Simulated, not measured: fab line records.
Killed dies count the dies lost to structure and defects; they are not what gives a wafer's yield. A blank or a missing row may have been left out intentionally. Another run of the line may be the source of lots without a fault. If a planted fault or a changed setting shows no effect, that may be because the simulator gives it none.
A single fault, viewed from 2 desks | flow berkeley-cmos170 | numbers are kept per desk, each desk with only its own; the story behind them comes last

TOOL OWNER'S DESK, litho-track-02
The tool's own readings at UCB170_PVT_PEB_04, given as means over the sampled wafers that have a number, one for each lot that went through this tool. Any lot whose mean is over 4 standard deviations away from the usual mean is out of limits and marked OUT; that distance is given in the brackets.
Columns: A = chill-plate-temp-C at UCB170_PVT_PEB_04, usual 23.00 C; B = exhaust-pa at UCB170_PVT_PEB_04, usual 44.8 Pa; C = resist-line-temp-C at UCB170_PVT_PEB_04, usual 23.01 C
lot  | first seen here | A     | B    | C
L878 | day 9 07:14     | 22.94 | 44.6 | 22.98
L880 | day 10 02:59    | 23.04 | 44.6 | 22.97
Result from this desk: across the 2 lots, nothing is out of limits.

AT THE METROLOGY DESK
What the gauges read, lot by lot, whatever tool the lot ran on: means of the sampled wafers that have a number. Any lot whose mean is over 4 standard deviations away from the usual mean is out of limits and marked OUT; that distance is given in the brackets.
Columns: A = cd-nm at UCB170_ACTIVE_CD_MEAS_13, usual 1200.5 nm; B = FIELD_OXIDE_THK at UCB170_FIELD_THK_MEAS_02, usual 565 nm; C = FIELD_OXIDE_LEFT_2_THK at UCB170_FIELD_THK_MEAS_91, usual 360 nm
lot  | first seen here | A      | B   | C
L860 | day 4 21:29     | 1200.5 | 554 | 348
L859 | day 4 21:42     | 1200.9 | 566 | 362
L858 | day 4 21:46     | 1200.0 | 559 | 357
L863 | day 5 10:54     | 1200.8 | 576 | 373
L864 | day 5 18:22     | 1199.9 | 572 | 366
L865 | day 5 18:35     | 1199.9 | 564 | 359
L871 | day 7 02:01     | 1199.4 | 580 | 377
L874 | day 7 12:21     | 1201.1 | 556 | 351
L878 | day 8 01:45     | 1199.5 | 561 | 356
L876 | day 8 01:55     | 1199.2 | 568 | 364
L877 | day 8 01:59     | 1200.7 | 570 | 364
L879 | day 8 13:37     | 1200.3 | 565 | 360
L880 | day 8 14:17     | 1200.6 | 547 | 342
L881 | day 8 21:04     | 1202.0 | 548 | 344
Result from this desk: across the 14 lots, nothing is out of limits.

PUT TOGETHER
Nothing out of limits was seen by the tool owner's desk.
From the metrology desk's view, nothing was out of limits.

WHAT WAS PUT IN BY THE SIMULATOR
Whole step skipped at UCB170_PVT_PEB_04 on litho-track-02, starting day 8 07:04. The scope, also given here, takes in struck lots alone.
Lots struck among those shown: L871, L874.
